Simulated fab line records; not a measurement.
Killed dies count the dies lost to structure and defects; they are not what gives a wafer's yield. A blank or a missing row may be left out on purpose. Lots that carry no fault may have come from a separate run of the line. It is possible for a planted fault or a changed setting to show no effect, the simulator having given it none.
Comparing a struck lot with a sound one	flow rit-cmos	15 steps out of a route of 202
Sound: the wafers L686.1, L686.2, L686.5. Wafers L696.1, L696.4, L696.5 were the ones struck. Last of all comes the cause.
Order at every step that has rows: each side's tool, ch and its chambers, its first start. Under that, the readings that differ: sound wafers	struck wafers	difference of the means	sigmas: that difference in standard deviations of wafers without a fault.
alike: readings whose means differ by less than 2 such deviations, and words and numbers that are the same on both sides. not compared: withheld readings, readings that some wafer has no value for, bounds like >300 that may hide the same value, and numbers for which the record gives no deviation and whose values overlap.
A row with sigmas, a row that says differs or no value, or rows on one side alone: a step with any of these is where the two part. Non-overlapping numbers with no deviation appear without sigmas and do not part them. A reading missing from all wafers of one side parts the sides only when that side holds two or more wafers.

RIT_NWELL_TW_MEAS_10:
  sound on film-metro-02 at day 3 07:44; struck on film-metro-04 at day 5 10:57
  alike: NWELL_TW
then, 6 steps without rows for these wafers: RIT_PWELL_HMDS_00 (prime time 60 s); RIT_PWELL_COAT_01 (resist thk 1300 nm); RIT_PWELL_SOFTBAKE_02 (time 60 s); RIT_PWELL_EXPOSE_03 (exposes mask M3, target cd 43700 nm); RIT_PWELL_PEB_04; RIT_PWELL_DEVELOP_05 (develop time 68 s).
RIT_PWELL_OVL_MEAS_06:
  sound on overlay-02 at day 3 08:43; struck on overlay-01 at day 5 11:53
  alike: PWELL_OVL
then, 2 steps without rows for these wafers: RIT_PWELL_HARDBAKE_07 (time 120 s); RIT_PWELL_IMPLANT_08.
RIT_PWELL_STRIP_09: strips in O2, time 180 s.
  sound on plasma-asher-02 ch 0,1, day 3 09:09; struck on plasma-asher-02 ch 0,1, day 5 12:20
  alike: drypump-motor-current-A
  not compared: rf-hours-counter-h
RIT_PWELL_TW_MEAS_10:
  sound on film-metro-01 at day 3 09:20; struck on film-metro-04 at day 5 12:30
  alike: PWELL_TW
RIT_WELLDRIVE_ANNEAL_00: time 14700 s.
  sound on furnace-04 ch 0, day 3 09:23; struck on furnace-04 ch 0, day 5 12:34
reading	sound	struck	difference	sigmas
spike-tc-centre-C (C)	1100.9 1102.9 1103.7	1043.0 1041.4 1042.8	-60.1	-43
spike-tc-load-C (C)	1131.6 1131.0 1130.6	1071.0 1070.9 1070.6	-60.2	-29
spike-tc-source-C (C)	1123.5 1125.7 1124.2	1064.5 1063.4 1064.7	-60.3	-38
tube-center-temp-C (C)	1099.9 1100 1099.8	1039.8 1040 1040	-60.0	-99 or more
tube_center_temp_C_max	1102.5 1102.6 1103.1	1043.3 1043.0 1042.2	-59.9	-99 or more
zone-power-centre-pct (%)	49.8 48.3 49.3	46.0 46.0 45.5	-3.3	-3
  alike: zone-power-load-pct
RIT_WELLDRIVE_RS_MEAS_01: a four-point-probe measurement.
  sound on film-metro-01 at day 3 14:28; struck on film-metro-01 at day 5 17:56
reading	sound	struck	difference	sigmas
NWELL_RS (ohm/sq)	276.0 276.3 275.7	347.2 347.1 347.1	+71.1	+88
  not compared: hold
RIT_M1_PROBE_99:
  the record has rows for the sound wafers here (prober-02, day 4 18:56) and none for the struck ones

WHERE THEY PART
At RIT_WELLDRIVE_ANNEAL_00 first; at RIT_M1_PROBE_99 last (within this record only).

WHY: what the simulator had put in
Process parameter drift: furnace-04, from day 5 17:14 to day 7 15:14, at RIT_WELLDRIVE_ANNEAL_00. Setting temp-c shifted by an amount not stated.
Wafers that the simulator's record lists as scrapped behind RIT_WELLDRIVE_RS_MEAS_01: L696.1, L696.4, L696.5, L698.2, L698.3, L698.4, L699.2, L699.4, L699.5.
